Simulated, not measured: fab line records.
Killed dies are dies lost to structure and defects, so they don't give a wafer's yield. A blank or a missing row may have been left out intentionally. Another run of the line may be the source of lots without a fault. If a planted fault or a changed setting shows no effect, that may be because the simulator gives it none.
fab line records | flow rit-cmos
[record] lots = 5 wafers = 15 last-day = 6
route steps=202 shown SILICIDE@165 CONTACT@168 M1@184
lots that met no fault: taken from a fault-free run of the same line
start-h: start of the lot's first displayed wafer, in hours after the record's first day | wait-h: hours elapsed since this lot's preceding step | " same as the row above | L1.1+2: several wafers, shown together as one row | - no value, or no start was given | * or withheld: withheld | < > ~ a bound
route shown NAME@n: names a module that has steps shown in the file, with the first one's number in the route | usual: average and standard deviation across the fault-free wafers | same: alike in all rows | chamber/n: place in a boat | sites: per-site readings | _std_site: the values' standard deviation | _edge_site: outer sites' mean less inner sites' | radius-mm: how far each site lies from the wafer's centre | mask NAME#n: copy n | behind: the most recent tool/chamber to have shaped the wafer | hold: what put the lot on hold/how long, in hours/how the hold closed | device: the n, p or np transistor that did not switch | end of line: tests run on the same wafers once the route is complete | a step with no rows: only its recipe | killed: dies lost to structure and defects at the first sort, not the wafer's yield | map: shows each die of a wafer: x if killed, . if not, _ if none is there
set.NAME: the setting that was run; set.NAME@STEP: the one run at that earlier step | model.NAME: the simulator's own value behind a step, which no gauge read
lots seen at some steps along the route; tables by step, rows by wafer
services: from which hour (start-h, from the record's first day; less than 0 if before it) a tool's chamber was out of use, for how many hours, and why
[[steps]]
[step RIT_SILICIDE_RTA_04]
[recipe] temp-c = 650 time-s = 10 idle-temp-c = 25 ramp-up-s = 5 ramp-down-s = 5 cool-to-c = 25 ambient = N2
[usual] wafer_temp_C_max = 652.9/0.96
// columns lot.wafer tool chamber start-h wait-h wafer_temp_C_max
L077.4 rtp-anneal-02 0 73.96 0.1 654.7
L077.5 " 0 " " 654.2
L077.6 " 0 " " 652.8
L079.3 rtp-anneal-02 0 88.38 0.1 656.4
L079.5 " 0 " " 653.3
L079.6 " 0 " " 654.2
L080.1 rtp-anneal-01 0 95.33 0.1 652.7
L080.4 " 0 " " 652.4
L080.6 " 0 " " 652.0
L082.3 rtp-anneal-01 0 97.16 0.1 652.8
L082.5 " 0 " " 653.3
L082.6 " 0 " " 653.0
L090.1 rtp-anneal-01 0 133.68 0.1 652.1
L090.3 " 0 " " 652.0
L090.6 " 0 " " 652.5
[step RIT_SILICIDE_WET_ETCH_05]
[recipe] chemistry = SPM target = Ti temp-c = 90 time-s = 120 dry = n2-spin
// columns lot.wafer tool chamber start-h wait-h
L077.4+5+6 wet-bench-03 0 73.99 0.0
L079.3+5+6 wet-bench-01 2 88.42 0.0
L080.1+4+6 wet-bench-03 0 95.40 0.1
L082.3+5+6 wet-bench-03 1 97.21 0.0
L090.1+3+6 wet-bench-01 1 133.81 0.1
[step RIT_SILICIDE_RTA_06]
[recipe] temp-c = 750 time-s = 10 idle-temp-c = 25 ramp-up-s = 5 ramp-down-s = 10 cool-to-c = 25 ambient = N2
[usual] wafer_temp_C_max = 753.5/1.1
// columns lot.wafer tool chamber start-h wait-h wafer_temp_C_max
L077.4 rtp-anneal-01 0 74.07 0.0 752.9
L077.5 " 0 " " 751.8
L077.6 " 0 " " 753.7
L079.3 rtp-anneal-01 0 88.49 0.0 752.1
L079.5 " 0 " " 753.1
L079.6 " 0 " " 753.2
L080.1 rtp-anneal-02 0 95.44 0.0 754.8
L080.4 " 0 " " 754.3
L080.6 " 0 " " 753.9
L082.3 rtp-anneal-02 0 97.28 0.0 754.6
L082.5 " 0 " " 756.5
L082.6 " 0 " " 754.0
L090.1 rtp-anneal-02 0 133.85 0.0 755.0
L090.3 " 0 " " 754.1
L090.6 " 0 " " 753.5
[step RIT_CONTACT_CVD_00]
[recipe] material = SiO2 target-thk-nm = 400 precursor = TEOS temp-c = 390 time-s = 61 rf-w = 400
[usual] heater-power-w = 310/52
// columns lot.wafer tool chamber start-h wait-h heater-power-w
L077.4 pecvd-03 1 74.13 0.0 298
L077.5 " 2 " " 345
L077.6 " 0 " " 331
L079.3 pecvd-01 1 88.53 0.0 210
L079.5 " 0 " " 209
L079.6 " 2 " " 431
L080.1 pecvd-03 2 95.51 0.1 263
L080.4 " 2 " " 282
L080.6 " 0 " " 320
L082.3 pecvd-04 2 97.32 0.0 320
L082.5 " 0 " " 291
L082.6 " 2 " " 328
L090.1 pecvd-04 2 133.92 0.1 315
L090.3 " 0 " " 299
L090.6 " 1 " " 372
[step RIT_CONTACT_THK_MEAS_01]
[recipe] reads = SiO2_of_CONTACT_CVD_00
[usual] CONTACT_TEOS_THK = 400/5.2
// columns lot.wafer tool chamber start-h wait-h CONTACT_TEOS_THK[nm]
L077.4 film-metro-01 - 74.19 0.0 407
L077.5 " - " " 405
L077.6 " - " " 403
L079.3 film-metro-02 - 88.60 0.0 391
L079.5 " - " " 412
L079.6 " - " " 396
L080.1 film-metro-02 - 95.56 0.0 400
L080.4 " - " " 401
L080.6 " - " " 402
L082.3 film-metro-01 - 97.39 0.0 404
L082.5 " - " " 398
L082.6 " - " " 408
L090.1 film-metro-02 - 133.97 0.0 399
L090.3 " - " " 396
L090.6 " - " " 398
[step RIT_CONTACT_HMDS_02]
[recipe] prime-time-s = 60 prime-temp-c = 140
[usual] chill-plate-temp-C = 23.04/0.11 exhaust-pa = 44.9/0.84
// columns lot.wafer tool chamber start-h wait-h chill-plate-temp-C exhaust-pa
L077.4 litho-track-04 0 74.29 0.1 23.00 46.1
L077.5 " 0 " " 23.06 45.2
L077.6 " 0 " " 22.92 44.8
L079.3 litho-track-03 0 88.69 0.1 23.03 44.9
L079.5 " 0 " " 22.96 45.9
L079.6 " 0 " " 23.16 45.6
L080.1 litho-track-02 0 95.70 0.1 22.97 45.6
L080.4 " 0 " " 22.99 43.8
L080.6 " 0 " " 22.94 45.9
L082.3 litho-track-03 0 97.48 0.1 23.26 44.8
L082.5 " 0 " " 23.01 44.9
L082.6 " 0 " " 23.21 45.9
L090.1 litho-track-03 0 134.03 0.1 22.98 43.6
L090.3 " 0 " " 22.97 43.2
L090.6 " 0 " " 23.01 43.7
[step RIT_CONTACT_COAT_03]
[recipe] resist = NOVOLAK spin-rpm = 3298 resist-thk-nm = 1000
[usual] chill-plate-temp-C = 23.03/0.12 exhaust-pa = 45.0/1
// columns lot.wafer tool chamber start-h wait-h chill-plate-temp-C exhaust-pa
L077.4 litho-track-04 0 74.44 0.1 22.71 46.4
L077.5 " 0 " " 22.77 46.5
L077.6 " 0 " " 22.87 47.1
L079.3 litho-track-03 0 88.84 0.1 23.09 42.3
L079.5 " 0 " " 23.13 43.6
L079.6 " 0 " " 23.17 43.4
L080.1 litho-track-02 0 95.85 0.1 23.17 44.8
L080.4 " 0 " " 23.03 45.8
L080.6 " 0 " " 23.16 45.7
L082.3 litho-track-03 0 97.63 0.1 23.12 46.5
L082.5 " 0 " " 22.93 46.9
L082.6 " 0 " " 23.13 45.7
L090.1 litho-track-03 0 134.18 0.1 22.89 46.7
L090.3 " 0 " " 23.20 45.0
L090.6 " 0 " " 23.10 44.5
[step RIT_CONTACT_SOFTBAKE_04]
[recipe] resist = NOVOLAK temp-c = 90 time-s = 60
[usual] chill-plate-temp-C = 23.02/0.1 exhaust-pa = 45.0/1
// columns lot.wafer tool chamber start-h wait-h chill-plate-temp-C exhaust-pa
L077.4 litho-track-04 0 74.59 0.1 23.03 45.2
L077.5 " 0 " " 22.97 44.9
L077.6 " 0 " " 22.87 44.8
L079.3 litho-track-03 0 88.99 0.1 23.18 45.7
L079.5 " 0 " " 23.14 45.1
L079.6 " 0 " " 23.12 45.1
L080.1 litho-track-02 0 96.00 0.1 22.96 44.4
L080.4 " 0 " " 22.94 44.4
L080.6 " 0 " " 22.92 44.3
L082.3 litho-track-03 0 97.78 0.1 23.10 44.4
L082.5 " 0 " " 23.09 43.5
L082.6 " 0 " " 23.15 42.7
L090.1 litho-track-03 0 134.33 0.1 23.10 44.0
L090.3 " 0 " " 23.07 45.2
L090.6 " 0 " " 22.99 44.2
[step RIT_CONTACT_EXPOSE_05]
[recipe] mask-id = M11 na = 0.6 source-shape = conventional sigma-outer = 0.5 target-cd-nm = 1000 dose-mj = 250
[same] na = 0.6 sigma-outer = 0.5
// columns lot.wafer tool chamber start-h wait-h mask
L077.4+5+6 iline-stepper-02 0 74.78 0.2 M11#0
L079.3+5+6 iline-stepper-01 0 89.13 0.1 M11#0
L080.1+4+6 iline-stepper-01 0 96.15 0.1 M11#0
L082.3+5+6 iline-stepper-02 0 98.05 0.2 M11#0
L090.1+3+6 iline-stepper-02 0 134.52 0.2 M11#0
[step RIT_CONTACT_PEB_06]
[recipe] resist = NOVOLAK temp-c = withheld time-s = withheld
[usual] chill-plate-temp-C = * exhaust-pa = 45.1/0.8
// columns lot.wafer tool chamber start-h wait-h chill-plate-temp-C exhaust-pa
L077.4 litho-track-04 0 74.92 0.1 * 45.0
L077.5 " 0 " " * 45.0
L077.6 " 0 " " * 45.1
L079.3 litho-track-03 0 89.26 0.1 * 45.4
L079.5 " 0 " " * 46.5
L079.6 " 0 " " * 43.8
L080.1 litho-track-03 0 96.27 0.1 * 44.1
L080.4 " 0 " " * 45.4
L080.6 " 0 " " * 45.8
L082.3 litho-track-04 0 98.39 0.3 * 46.0
L082.5 " 0 " " * 44.2
L082.6 " 0 " " * 45.8
L090.1 litho-track-03 0 134.64 0.1 * 44.5
L090.3 " 0 " " * 44.6
L090.6 " 0 " " * 45.3
[step RIT_CONTACT_DEVELOP_07]
[recipe] resist = NOVOLAK develop-time-s = 120 dev-temp-c = 23
[usual] chill-plate-temp-C = 23.00/0.11 exhaust-pa = 45.1/0.95
// columns lot.wafer tool chamber start-h wait-h chill-plate-temp-C exhaust-pa
L077.4 litho-track-04 0 - - 23.00 46.2
L077.5 " 0 " " 22.91 45.5
L077.6 " 0 " " 22.96 44.4
L079.3 litho-track-03 0 - - 23.00 45.7
L079.5 " 0 " " 22.99 45.0
L079.6 " 0 " " 22.92 43.9
L080.1 litho-track-03 0 - - 22.92 45.1
L080.4 " 0 " " 22.89 47.4
L080.6 " 0 " " 22.96 46.7
L082.3 litho-track-04 0 - - 23.09 45.3
L082.5 " 0 " " 23.06 44.3
L082.6 " 0 " " 23.02 42.8
L090.1 litho-track-03 0 - - 23.03 43.6
L090.3 " 0 " " 22.92 45.0
L090.6 " 0 " " 22.96 45.0
[step RIT_CONTACT_CD_MEAS_08]
[recipe] target-cd-nm = 1000
[usual] cd-nm = 1001.1/2.4
// columns lot.wafer tool chamber start-h wait-h cd-nm
L077.4 cd-sem-01 - 75.30 - 1000.7
L077.5 " - " " 1000.3
L077.6 " - " " 1001.1
L079.3 cd-sem-01 - 89.65 - 1004.9
L079.5 " - " " 1005.0
L079.6 " - " " 1005.0
L080.1 cd-sem-01 - 96.67 - 1002.8
L080.4 " - " " 1003.0
L080.6 " - " " 1002.0
L082.3 cd-sem-01 - 98.78 - 998.4
L082.5 " - " " 997.1
L082.6 " - " " 997.6
L090.1 cd-sem-02 - 135.04 - 1002.1
L090.3 " - " " 1001.5
L090.6 " - " " 1003.9
[step RIT_CONTACT_OVL_MEAS_09]
[usual] CONTACT_OVL = 0.2/1.6
// columns lot.wafer tool chamber start-h wait-h CONTACT_OVL[nm]
L077.4 overlay-01 - 75.38 0.1 2.0
L077.5 " - " " 2.1
L077.6 " - " " 3.2
L079.3 overlay-01 - 89.74 0.1 -1.4
L079.5 " - " " -0.7
L079.6 " - " " -0.4
L080.1 overlay-01 - 96.79 0.1 2.2
L080.4 " - " " 0.6
L080.6 " - " " 0.3
L082.3 overlay-01 - 98.87 0.1 3.7
L082.5 " - " " 2.1
L082.6 " - " " 3.0
L090.1 overlay-01 - 135.16 0.1 -0.2
L090.3 " - " " -1.4
L090.6 " - " " -1.1
[step RIT_CONTACT_HARDBAKE_10]
[recipe] resist = NOVOLAK temp-c = 140 time-s = 60
[usual] chill-plate-temp-C = 22.99/0.12 exhaust-pa = 44.9/0.84
// columns lot.wafer tool chamber start-h wait-h chill-plate-temp-C exhaust-pa
L077.4 litho-track-04 0 75.47 0.1 23.05 45.3
L077.5 " 0 " " 22.76 45.5
L077.6 " 0 " " 22.96 45.4
L079.3 litho-track-02 0 89.82 0.1 22.99 43.9
L079.5 " 0 " " 22.88 45.4
L079.6 " 0 " " 23.02 44.6
L080.1 litho-track-03 0 96.83 0.0 22.98 45.0
L080.4 " 0 " " 23.16 45.8
L080.6 " 0 " " 22.94 45.7
L082.3 litho-track-04 0 99.08 0.2 23.03 44.0
L082.5 " 0 " " 23.03 43.6
L082.6 " 0 " " 22.97 44.9
L090.1 litho-track-03 0 135.20 0.0 22.88 45.5
L090.3 " 0 " " 22.96 46.2
L090.6 " 0 " " 22.99 44.8
[step RIT_CONTACT_ETCH_11]
[recipe] target-depth-a = 4800 over-etch-frac = 0.2 stop-on = TiSi2 chemistry = CHF3/CF4/Ar target = SiO2 CHF3_flow_sccm = 50 cf4-flow-sccm = 10 Ar_flow_sccm = 100 O2_flow_sccm = 5 pressure-mtorr = 100 rf-w = 200 time-s = 320
[usual] O2_flow_sccm = 4.998/0.014 drypump-motor-current-A = 5.7/0.55 mfc-ar-sccm = 100.0/0.31 oes-product-au = 0.993/0.016 throttle-valve-pct = 8.90/0.12
// columns lot.wafer tool chamber start-h wait-h O2_flow_sccm drypump-motor-current-A mfc-ar-sccm oes-product-au rf-hours-counter-h throttle-valve-pct
L077.4 rie-diel-01 3 75.55 0.1 4.976 4.9 99.9 1.003 159 8.85
L077.5 " 2 " " 4.991 5.5 100.1 0.990 - 8.83
L077.6 " 3 " " 4.987 4.8 99.9 0.994 - 8.83
L079.3 rie-diel-03 1 89.92 0.1 4.980 6.3 99.9 1.005 2 8.89
L079.5 " 3 " " 5.004 5.5 100.1 1.010 - 9.10
L079.6 " 0 " " 4.994 6.5 100.1 0.952 - 9.00
L080.1 rie-diel-03 2 96.98 0.1 5.021 6.0 100.0 1.012 73 8.69
L080.4 " 3 " " 5.021 5.5 100.2 1.004 21 9.10
L080.6 " 0 " " 5.017 6.6 100.1 0.950 - 8.97
L082.3 rie-diel-01 3 99.18 0.1 4.984 4.8 100.1 1.001 160 8.84
L082.5 " 1 " " 4.992 5.9 99.7 0.985 - 8.98
L082.6 " 0 " " 5.004 4.7 99.6 1.008 - 8.92
L090.1 rie-diel-03 1 135.35 0.1 5.015 6.3 99.8 1.000 3 8.89
L090.3 " 3 " " 4.982 5.4 100.2 1.016 22 9.11
L090.6 " 3 " " 4.991 5.5 100.0 1.005 - 9.10
[step RIT_CONTACT_STRIP_12]
[recipe] chemistry = O2 time-s = 180 resist = NOVOLAK platen-temp-c = withheld power-w = 500 pressure-mtorr = 4000 o2-flow-sccm = 4000
[usual] drypump-motor-current-A = 5.8/0.35
// columns lot.wafer tool chamber start-h wait-h drypump-motor-current-A rf-hours-counter-h
L077.4 plasma-asher-02 0 75.80 0.2 5.7 -
L077.5 " 1 " " 6.5 -
L077.6 " 0 " " 5.6 -
L079.3 plasma-asher-04 1 90.17 0.2 5.8 -
L079.5 " 0 " " 6.0 -
L079.6 " 1 " " 5.8 -
L080.1 plasma-asher-03 0 97.17 0.1 5.5 32
L080.4 " 1 " " 5.5 -
L080.6 " 1 " " 5.4 -
L082.3 plasma-asher-02 0 99.43 0.2 5.7 -
L082.5 " 1 " " 6.6 -
L082.6 " 0 " " 5.6 -
L090.1 plasma-asher-02 0 135.54 0.1 5.7 50
L090.3 " 0 " " 5.7 -
L090.6 " 1 " " 6.5 -
[step RIT_CONTACT_CD_MEAS_90]
[recipe] target-cd-nm = 1000
[usual] cd-nm = 1001.2/2.3
// columns lot.wafer tool chamber start-h wait-h cd-nm
L077.4 cd-sem-02 - 75.98 0.1 1001.0
L077.5 " - " " 1000.6
L077.6 " - " " 1001.3
L079.3 cd-sem-01 - 90.33 0.1 1005.2
L079.5 " - " " 1005.2
L079.6 " - " " 1004.6
L080.1 cd-sem-01 - 97.35 0.1 1003.4
L080.4 " - " " 1003.8
L080.6 " - " " 1001.7
L082.3 cd-sem-01 - 99.59 0.1 998.4
L082.5 " - " " 997.2
L082.6 " - " " 997.8
L090.1 cd-sem-02 - 135.71 0.1 1001.5
L090.3 " - " " 1000.9
L090.6 " - " " 1003.9
[step RIT_CONTACT_CLEAN_13]
[recipe] chemistry = SC1 mix = 3:3:50 time-s = 600 temp-c = 75
// columns lot.wafer tool chamber start-h wait-h
L077.4+5+6 wet-bench-02 1 76.04 0.0
L079.3+5+6 wet-bench-04 0 90.41 0.1
L080.1+4+6 wet-bench-02 0 97.47 0.1
L082.3+5+6 wet-bench-01 0 99.67 0.1
L090.1+3+6 wet-bench-01 2 135.83 0.1
[step RIT_CONTACT_CLEAN_14]
[recipe] chemistry = SC2 mix = 3:3:50 time-s = 600 temp-c = 75 dry = n2-spin
// columns lot.wafer tool chamber start-h wait-h
L077.4+5+6 wet-bench-04 3 76.21 0.0
L079.3+5+6 wet-bench-04 0 90.58 0.0
L080.1+4+6 wet-bench-04 1 97.64 0.0
L082.3+5+6 wet-bench-02 0 99.84 0.0
L090.1+3+6 wet-bench-02 2 136.03 0.0
[step RIT_M1_SPUTTER_00]
[recipe] material = Al target-thk-nm = 400 power-w = 2000 chamber-pressure-pa = 0.4 gas = Ar time-s = 500 substrate-temp-c = 25
[usual] throttle-valve-pct = 30.7/1.2
// columns lot.wafer tool chamber start-h wait-h throttle-valve-pct
L077.4 pvd-sputter-04 - 76.39 0.0 30.2
L077.5 " - " " 30.0
L077.6 " - " " 31.9
L079.3 pvd-sputter-04 - 90.76 0.0 30.5
L079.5 " - " " 30.0
L079.6 " - " " 30.6
L080.1 pvd-sputter-03 - 97.82 0.0 30.9
L080.4 " - " " 32.1
L080.6 " - " " 32.3
L082.3 pvd-sputter-01 - 100.02 0.0 29.3
L082.5 " - " " 31.2
L082.6 " - " " 31.5
L090.1 pvd-sputter-03 - 136.22 0.0 32.1
L090.3 " - " " 30.6
L090.6 " - " " 32.3
[step RIT_M1_RS_MEAS_01]
[recipe] thk-meas-gauge = four-point-probe reads = Al_of_M1_SPUTTER_00
[usual] M1_AL_RS = 0.0740/0.00093
// columns lot.wafer tool chamber start-h wait-h M1_AL_RS[ohm/sq]
L077.4 film-metro-03 - 76.74 0.2 0.0730
L077.5 " - " " 0.0734
L077.6 " - " " 0.0740
L079.3 film-metro-01 - 91.09 0.2 0.0728
L079.5 " - " " 0.0726
L079.6 " - " " 0.0726
L080.1 film-metro-01 - 98.11 0.1 0.0756
L080.4 " - " " 0.0739
L080.6 " - " " 0.0742
L082.3 film-metro-04 - 100.35 0.2 0.0739
L082.5 " - " " 0.0731
L082.6 " - " " 0.0741
L090.1 film-metro-03 - 136.51 0.1 0.0738
L090.3 " - " " 0.0743
L090.6 " - " " 0.0738
[step RIT_M1_THK_MEAS_02]
[recipe] thk-meas-gauge = xrf reads = Al_of_M1_SPUTTER_00
[usual] M1_AL_THK = 400/5
// columns lot.wafer tool chamber start-h wait-h M1_AL_THK[nm]
L077.4 film-metro-03 - 76.83 0.1 407
L077.5 " - " " 404
L077.6 " - " " 400
L079.3 film-metro-01 - 91.19 0.1 408
L079.5 " - " " 410
L079.6 " - " " 408
L080.1 film-metro-01 - 98.23 0.1 393
L080.4 " - " " 403
L080.6 " - " " 401
L082.3 film-metro-04 - 100.45 0.1 400
L082.5 " - " " 403
L082.6 " - " " 399
L090.1 film-metro-03 - 136.63 0.1 401
L090.3 " - " " 399
L090.6 " - " " 403
[step RIT_M1_HMDS_03]
[recipe] prime-time-s = 60 prime-temp-c = 140
[usual] chill-plate-temp-C = 23.02/0.1 exhaust-pa = 44.9/0.94
// columns lot.wafer tool chamber start-h wait-h chill-plate-temp-C exhaust-pa
L077.4 litho-track-04 0 76.94 0.1 23.06 44.0
L077.5 " 0 " " 22.99 45.5
L077.6 " 0 " " 23.06 44.1
L079.3 litho-track-02 0 91.33 0.1 22.96 45.4
L079.5 " 0 " " 23.10 44.8
L079.6 " 0 " " 23.12 44.3
L080.1 litho-track-02 0 98.49 0.2 23.02 43.4
L080.4 " 0 " " 22.86 46.4
L080.6 " 0 " " 22.93 44.4
L082.3 litho-track-01 0 100.54 0.1 23.13 44.5
L082.5 " 0 " " 23.00 42.7
L082.6 " 0 " " 22.94 43.8
L090.1 litho-track-01 0 136.69 0.1 23.01 46.1
L090.3 " 0 " " 23.02 46.4
L090.6 " 0 " " 22.98 46.1
[step RIT_M1_COAT_04]
[recipe] resist = NOVOLAK spin-rpm = 2000 resist-thk-nm = 1300
[usual] chill-plate-temp-C = 22.95/0.11 exhaust-pa = 45.1/0.97
// columns lot.wafer tool chamber start-h wait-h chill-plate-temp-C exhaust-pa
L077.4 litho-track-04 0 77.09 0.1 23.02 44.2
L077.5 " 0 " " 22.94 44.6
L077.6 " 0 " " 23.04 45.2
L079.3 litho-track-02 0 91.48 0.1 22.88 45.8
L079.5 " 0 " " 22.85 44.8
L079.6 " 0 " " 22.94 45.5
L080.1 litho-track-02 0 98.64 0.1 23.05 46.8
L080.4 " 0 " " 22.88 44.9
L080.6 " 0 " " 22.96 44.6
L082.3 litho-track-01 0 100.69 0.1 22.96 45.1
L082.5 " 0 " " 22.92 45.7
L082.6 " 0 " " 22.88 45.8
L090.1 litho-track-01 0 136.84 0.1 23.14 43.7
L090.3 " 0 " " 22.85 44.0
L090.6 " 0 " " 22.95 44.6
[step RIT_M1_SOFTBAKE_05]
[recipe] resist = NOVOLAK temp-c = 90 time-s = 60
[usual] chill-plate-temp-C = 23.00/0.11 exhaust-pa = 45.0/0.93
// columns lot.wafer tool chamber start-h wait-h chill-plate-temp-C exhaust-pa
L077.4 litho-track-04 0 77.24 0.1 23.10 44.7
L077.5 " 0 " " 22.84 44.2
L077.6 " 0 " " 22.93 44.0
L079.3 litho-track-02 0 91.63 0.1 22.89 45.6
L079.5 " 0 " " 22.96 45.9
L079.6 " 0 " " 22.84 44.5
L080.1 litho-track-02 0 98.79 0.1 23.08 43.7
L080.4 " 0 " " 23.07 44.0
L080.6 " 0 " " 23.14 42.9
L082.3 litho-track-01 0 100.84 0.1 22.75 44.3
L082.5 " 0 " " 23.05 44.1
L082.6 " 0 " " 23.11 44.7
L090.1 litho-track-01 0 136.99 0.1 22.97 45.5
L090.3 " 0 " " 23.06 46.1
L090.6 " 0 " " 23.13 46.4
[step RIT_M1_EXPOSE_06]
[recipe] mask-id = M12 na = 0.6 source-shape = conventional sigma-outer = 0.5 target-cd-nm = 2600 dose-mj = 254.3
[same] na = 0.6 sigma-outer = 0.5
// columns lot.wafer tool chamber start-h wait-h mask
L077.4+5+6 iline-stepper-02 0 77.50 0.2 M12#0
L079.3+5+6 iline-stepper-02 0 91.90 0.2 M12#0
L080.1+4+6 iline-stepper-01 0 99.06 0.2 M12#0
L082.3+5+6 iline-stepper-01 0 100.98 0.1 M12#0
L090.1+3+6 iline-stepper-02 0 137.15 0.1 M12#0
[step RIT_M1_PEB_07]
[recipe] resist = NOVOLAK temp-c = withheld time-s = withheld
[usual] chill-plate-temp-C = * exhaust-pa = 44.8/1.1
// columns lot.wafer tool chamber start-h wait-h chill-plate-temp-C exhaust-pa
L077.4 litho-track-02 0 77.63 0.1 * 44.4
L077.5 " 0 " " * 45.7
L077.6 " 0 " " * 45.8
L079.3 litho-track-01 0 92.02 0.1 * 46.6
L079.5 " 0 " " * 46.1
L079.6 " 0 " " * 46.2
L080.1 litho-track-04 0 99.18 0.1 * 44.3
L080.4 " 0 " " * 42.7
L080.6 " 0 " " * 43.8
L082.3 litho-track-01 0 101.11 0.1 * 47.1
L082.5 " 0 " " * 45.3
L082.6 " 0 " " * 45.8
L090.1 litho-track-01 0 137.26 0.1 * 44.9
L090.3 " 0 " " * 43.7
L090.6 " 0 " " * 43.5
[step RIT_M1_DEVELOP_08]
[recipe] resist = NOVOLAK develop-time-s = 68 dev-temp-c = 23
[usual] chill-plate-temp-C = 22.98/0.1 exhaust-pa = 45.2/1
// columns lot.wafer tool chamber start-h wait-h chill-plate-temp-C exhaust-pa
L077.4 litho-track-02 0 - - 22.91 43.4
L077.5 " 0 " " 22.94 43.5
L077.6 " 0 " " 22.97 44.7
L079.3 litho-track-01 0 - - 22.92 44.9
L079.5 " 0 " " 22.89 45.4
L079.6 " 0 " " 22.95 45.3
L080.1 litho-track-04 0 - - 22.86 46.6
L080.4 " 0 " " 23.11 44.4
L080.6 " 0 " " 22.94 45.5
L082.3 litho-track-01 0 - - 23.03 44.6
L082.5 " 0 " " 23.10 46.1
L082.6 " 0 " " 22.92 47.0
L090.1 litho-track-01 0 - - 22.99 44.1
L090.3 " 0 " " 22.93 44.4
L090.6 " 0 " " 22.94 44.0
[[services]]
// columns tool chamber start-h hours kind
rtp-anneal-01 - 65.47 3.1 pm
pvd-sputter-01 - 81.71 6.1 repair
pecvd-03 - 88.05 0.3 repair
rie-diel-01 3 105.95 - clean
rie-diel-01 3 105.95 18.8 scheduled-down
rie-diel-01 3 105.95 18.8 vent-cycle
pvd-sputter-04 - 108.97 38.8 repair
iline-stepper-01 - 119.09 28.9 pm
pecvd-03 0 129.67 3.5 repair
rie-diel-01 2 137.42 13.6 repair
[[key]]
fault none
